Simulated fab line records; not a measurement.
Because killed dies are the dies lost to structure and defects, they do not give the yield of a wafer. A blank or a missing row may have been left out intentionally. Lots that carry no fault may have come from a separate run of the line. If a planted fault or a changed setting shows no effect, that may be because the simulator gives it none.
A struck lot beside a sound one | flow rit cmos | 28 out of 202 route steps
Sound: the wafers L493.2, L493.3, L493.6. Struck: wafer L502.3 (left out: L502.1, L502.4 of the same lot, which were not struck); the cause appears at the end.
For every step that has rows: the tool of each side, followed by ch and its chambers, followed by its first start. Under that, the readings that differ: sound wafers | struck wafers | difference of the means | sigmas: that difference in standard deviations of wafers without a fault.
alike: same words and numbers on both sides, and readings whose means sit less than 2 such deviations apart. not compared: any withheld reading, any reading some wafer has no value for, any bound like >300 that may hide the same value, and any number with overlapping values for which the record gives no deviation.
Wherever a step has rows on one side only, a row that says differs or no value, or a row with sigmas, the two part there. When numbers do not overlap yet have no deviation, they are printed without sigmas and do not part them. A reading missing from all wafers of one side parts the sides only when that side holds two or more wafers.

RIT_SDANNEAL_RTA_03: time 5 s.
  sound on rtp anneal-01 ch 0, day 3 17:10; struck on rtp anneal-02 ch 0, day 5 15:50
  reading         | sound                | struck | difference | sigmas
  ramp up c per s | 342.10 342.04 342.14 | 341.93 | -0.16      | -2
  alike: ramp down c per s, wafer_temp_C_max
RIT_SDANNEAL_RS_MEAS_04: a four-point-probe measurement.
  sound: film metro-04 at day 3 17:14; struck: film metro-03 at day 5 15:53
  alike: PSD_RS
RIT_SDANNEAL_RS_MEAS_05: a four-point-probe measurement.
  sound: film metro-04 at day 3 17:21; struck: film metro-03 at day 5 16:01
  alike: NSD_RS
RIT_SDANNEAL_RS_MEAS_06: a four-point-probe measurement.
  sound: film metro-04 at day 3 17:28; struck: film metro-03 at day 5 16:08
  alike: PLDD_RS
RIT_SDANNEAL_RS_MEAS_07: a four-point-probe measurement.
  sound: film metro-04 at day 3 17:35; struck: film metro-03 at day 5 16:15
  alike: NLDD_RS
then, 1 step without rows for these wafers: RIT_SILICIDE_WET_ETCH_00 (etches SiO2 in BOE, target depth 14 nm, time 15 s).
RIT_SILICIDE_SPUTTER_01: material Ti, target thk 30 nm, time 240 s.
  sound: pvd sputter-01 at day 3 17:43; struck: pvd sputter-01 at day 5 16:23
  alike: throttle valve pct
RIT_SILICIDE_RS_MEAS_02: a four-point-probe measurement.
  sound: film metro-01 at day 3 17:53; struck: film metro-02 at day 5 16:32
  alike: SILICIDE_TI_RS
RIT_SILICIDE_THK_MEAS_03: measures by xrf.
  sound: film metro-01 at day 3 17:59; struck: film metro-02 at day 5 16:39
  alike: SILICIDE_TI_THK
RIT_SILICIDE_RTA_04: time 10 s, ramp up 5 s, ramp down 5 s.
  sound on rtp anneal-02 ch 0, day 3 18:03; struck on rtp anneal-01 ch 0, day 5 16:43
  alike: wafer_temp_C_max
then, 1 step without rows for these wafers: RIT_SILICIDE_WET_ETCH_05 (etches Ti in SPM, time 120 s).
RIT_SILICIDE_RTA_06: time 10 s, ramp up 5 s, ramp down 10 s.
  sound on rtp anneal-01 ch 0, day 3 18:10; struck on rtp anneal-02 ch 0, day 5 16:49
  reading          | sound             | struck | difference | sigmas
  wafer_temp_C_max | 754.0 753.1 753.9 | 751.9  | -1.8       | -2
RIT_CONTACT_CVD_00: deposits SiO2 from TEOS, target thk 400 nm, time 61 s.
  sound on pecvd-01 ch 0,1,2, day 3 18:13; struck on pecvd-01 ch 0, day 5 16:53
  reading                                  | sound             | struck | difference | sigmas
  model.SiO2_of_CONTACT_CVD_00.thk nm (nm) | 403.2 398.1 405.7 | 500.6  | +98.3      |
  alike: heater power w
RIT_CONTACT_THK_MEAS_01:
  sound: film metro-01 at day 3 18:16; struck: film metro-01 at day 5 16:56
  reading               | sound       | struck | difference | sigmas
  CONTACT_TEOS_THK (nm) | 403 398 406 | 500    | +98        | +21
then, 6 steps without rows for these wafers: RIT_CONTACT_HMDS_02 (prime time 60 s); RIT_CONTACT_COAT_03 (resist thk 1000 nm); RIT_CONTACT_SOFTBAKE_04 (time 60 s); RIT_CONTACT_EXPOSE_05 (exposes mask M11, target cd 1000 nm); RIT_CONTACT_PEB_06; RIT_CONTACT_DEVELOP_07 (develop time 120 s).
RIT_CONTACT_CD_MEAS_08 targets a cd of 1000 nm.
  sound: cd sem-01 at day 3 19:23; struck: cd sem-01 at day 5 18:05
  alike: cd nm
RIT_CONTACT_OVL_MEAS_09:
  sound: overlay-01 at day 3 19:29; struck: overlay-02 at day 5 18:13
  alike: CONTACT_OVL
then, 1 step without rows for these wafers: RIT_CONTACT_HARDBAKE_10 (time 60 s).
RIT_CONTACT_ETCH_11: etches SiO2 in CHF3/CF4/Ar, stops on TiSi2, target depth 480 nm, time 320 s.
  sound on rie diel-03 ch 1,2, day 3 19:40; struck on rie diel-01 ch 3, day 5 18:23
  reading                             | sound             | struck | difference | sigmas
  model.etch.depth nm (nm)            | 403.2 398.1 405.7 | 470.6  | +68.3      |
  model.CONTACT.feature depth nm (nm) | 403.2 398.1 405.7 | 470.6  | +68.3      |
  alike: drypump motor current A, oes product au, throttle valve pct
  not compared: rf hours counter h
RIT_CONTACT_STRIP_12: strips in O2, time 180 s.
  sound on plasma asher-03 ch 0,1, day 3 19:52; struck on plasma asher-02 ch 0, day 5 18:35
  alike: drypump motor current A
  not compared: rf hours counter h
RIT_CONTACT_CD_MEAS_90 targets a cd of 1000 nm.
  sound: cd sem-01 at day 3 20:04; struck: cd sem-01 at day 5 18:46
  alike: cd nm
RIT_CONTACT_CLEAN_13: cleans in SC1, time 600 s.
  sound on wet bench-03 ch 0, day 3 20:10; struck on wet bench-02 ch 0, day 5 18:53
  reading                                  | sound           | struck | difference | sigmas
  model.SiO2_of_CONTACT_CVD_00.thk nm (nm) | 399.1 394 401.6 | 496.5  | +98.3      |
then, 1 step without rows for these wafers: RIT_CONTACT_CLEAN_14 (cleans in SC2, time 600 s).

== WHERE THEY PART ==
Last at RIT_CONTACT_THK_MEAS_01 as far as this record goes, first at RIT_SDANNEAL_RTA_03. Later steps at which nothing parts them and some readings are alike: RIT_CONTACT_CD_MEAS_08, RIT_CONTACT_OVL_MEAS_09, RIT_CONTACT_ETCH_11, RIT_CONTACT_STRIP_12, RIT_CONTACT_CD_MEAS_90.

WHY: what had been put in by the simulator
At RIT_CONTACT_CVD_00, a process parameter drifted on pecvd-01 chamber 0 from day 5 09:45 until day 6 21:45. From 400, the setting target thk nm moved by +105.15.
